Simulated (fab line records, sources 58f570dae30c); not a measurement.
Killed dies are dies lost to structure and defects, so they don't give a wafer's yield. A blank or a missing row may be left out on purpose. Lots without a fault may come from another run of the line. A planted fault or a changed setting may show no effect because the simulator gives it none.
Which tool did it? | flow berkeley_cmos170 | 14 lots, 42 wafers sampled, at 3 steps of a route of 331

WHAT THE GAUGES READ, wafer by wafer
UCB170_ACTIVE_CD_MEAS_90: target cd 1200 nm. Usual: cd_nm 1199.7 nm, standard deviation 1.7.
lot  | measured    | on        | cd_nm (nm)           | flag
L163 | day 4 12:35 | cd_sem-02 | 1198.1 1197.8 1196.1 |
L164 | day 4 12:41 | cd_sem-02 | 1198.1 1197.0 1198.6 |
L165 | day 5 01:31 | cd_sem-02 | 1199.2 1198.9 1198.9 |
L167 | day 5 14:35 | cd_sem-01 | 1200.5 1199.8 1201.5 |
L168 | day 5 13:44 | cd_sem-02 | 1199.2 1199.4 1199.0 |
L169 | day 5 14:18 | cd_sem-02 | 1197.1 1197.5 1197.4 |
L171 | day 5 21:22 | cd_sem-02 | 1198.0 1198.8 1200.2 |
L172 | day 5 21:07 | cd_sem-01 | 1203.1 1203.6 1202.7 |
L174 | day 6 11:57 | cd_sem-02 | 1201.0 1199.5 1199.6 |
L177 | day 7 03:05 | cd_sem-01 | 1198.3 1199.7 1197.7 |
L176 | day 7 02:50 | cd_sem-02 | 1201.1 1201.8 1201.6 |
L178 | day 7 14:22 | cd_sem-01 | 1203.4 1202.8 1201.8 |
L184 | day 8 10:23 | cd_sem-01 | 1199.1 1198.4 1198.1 |
L185 | day 8 10:49 | cd_sem-01 | 1201.0 1200.9 1199.9 |

UCB170_NVT_TW_MEAS_09. Usual: NVT_TW 525, standard deviation 4.7.
lot  | measured    | on            | NVT_TW      | flag
L163 | day 6 00:12 | film_metro-03 | 525 525 523 |
L164 | day 5 23:51 | film_metro-01 | 522 523 520 |
L165 | day 6 09:44 | film_metro-02 | 529 528 527 |
L167 | day 6 20:35 | film_metro-02 | 529 531 527 |
L168 | day 6 20:28 | film_metro-01 | 523 525 524 |
L169 | day 6 21:06 | film_metro-01 | 521 522 525 |
L171 | day 7 02:11 | film_metro-01 | 520 523 521 |
L172 | day 7 02:23 | film_metro-02 | 534 535 533 |
L174 | day 7 14:31 | film_metro-03 | 523 521 522 |
L177 | day 8 07:25 | film_metro-01 | 524 522 520 |
L176 | day 8 07:50 | film_metro-03 | 516 519 519 |
L178 | day 8 16:26 | film_metro-01 | 526 525 524 |
L184 | day 9 17:25 | film_metro-02 | 535 535 535 |
L185 | day 9 17:42 | film_metro-02 | 532 533 531 |

WHICH TOOL RAN EACH LOT (tool, then ch and the chambers of the sampled wafers, then the start)
lot  | UCB170_ZERO_STRIP_07
L163 | plasma_asher-04 ch 0,1, day 2 00:42
L164 | plasma_asher-01 ch 0, day 2 00:49
L165 | plasma_asher-02 ch 0,1, day 2 09:29
L167 | plasma_asher-02 ch 0,1, day 2 14:12
L168 | plasma_asher-01 ch 0,1, day 2 22:39
L169 | plasma_asher-04 ch 0,1, day 3 01:14
L171 | plasma_asher-02 ch 0,1, day 3 12:39
L172 | plasma_asher-01 ch 0,1, day 3 14:51
L174 | plasma_asher-01 ch 0,1, day 4 02:35
L177 | plasma_asher-04 ch 0,1, day 4 22:02
L176 | plasma_asher-01 ch 0,1, day 4 22:19
L178 | plasma_asher-04 ch 0,1, day 5 04:39
L184 | plasma_asher-02 ch 0, day 6 05:11
L185 | plasma_asher-04 ch 0,1, day 6 10:02
- UCB170_ZERO_STRIP_07: strips in O2.

WHAT THE TOOLS THEMSELVES READ (means of the sampled wafers that have a number; where no wafer has one, the mark that the record gives instead)
UCB170_ZERO_STRIP_07. Usual: drypump_motor_current_A 6.1 A, standard deviation 0.34; oes_product_au 0.727 a.u., standard deviation 0.0041; strip_time_to_endpoint_s 21.46 s, standard deviation 0.053.
lot  | tool            | drypump_motor_current_A (A) | oes_product_au (a.u.) | strip_time_to_endpoint_s (s) | flag
L163 | plasma_asher-04 | 6.4                         | 0.725                 | 21.54                        |
L164 | plasma_asher-01 | 6.2                         | 0.725                 | 21.55                        |
L165 | plasma_asher-02 | 5.8                         | 0.721                 | 21.40                        |
L167 | plasma_asher-02 | 6.1                         | 0.730                 | 21.45                        |
L168 | plasma_asher-01 | 6.0                         | 0.729                 | 21.49                        |
L169 | plasma_asher-04 | 6.4                         | 0.729                 | 21.40                        |
L171 | plasma_asher-02 | 5.8                         | 0.730                 | 21.42                        |
L172 | plasma_asher-01 | 6.1                         | 0.727                 | 21.51                        |
L174 | plasma_asher-01 | 6.1                         | 0.728                 | 21.45                        |
L177 | plasma_asher-04 | 6.3                         | 0.725                 | 21.47                        |
L176 | plasma_asher-01 | 6.0                         | 0.726                 | 21.51                        |
L178 | plasma_asher-04 | 6.3                         | 0.727                 | 21.46                        |
L184 | plasma_asher-02 | 6.4                         | 0.726                 | 21.42                        |
L185 | plasma_asher-04 | 6.3                         | 0.727                 | 21.50                        |

THE ANSWER, worked out from the rows above alone
Rule: a lot is off if the mean of its wafers that have a number lies more than 3 standard deviations from the usual mean. A lot without any number at a reading at which 4 lots or more have one is off too. The other lots that the step has rows for count as sound. The gauges are gone through in route order, then the tools' own readings, and for those a lot's mean is taken as printed above. The first step at which some lot is off is used, and at that step the reading that is off furthest; a lot without a number counts as furthest.
No lot is off at any reading shown: from this, nothing can be told.

WHAT THE SIMULATOR HAD PUT IN
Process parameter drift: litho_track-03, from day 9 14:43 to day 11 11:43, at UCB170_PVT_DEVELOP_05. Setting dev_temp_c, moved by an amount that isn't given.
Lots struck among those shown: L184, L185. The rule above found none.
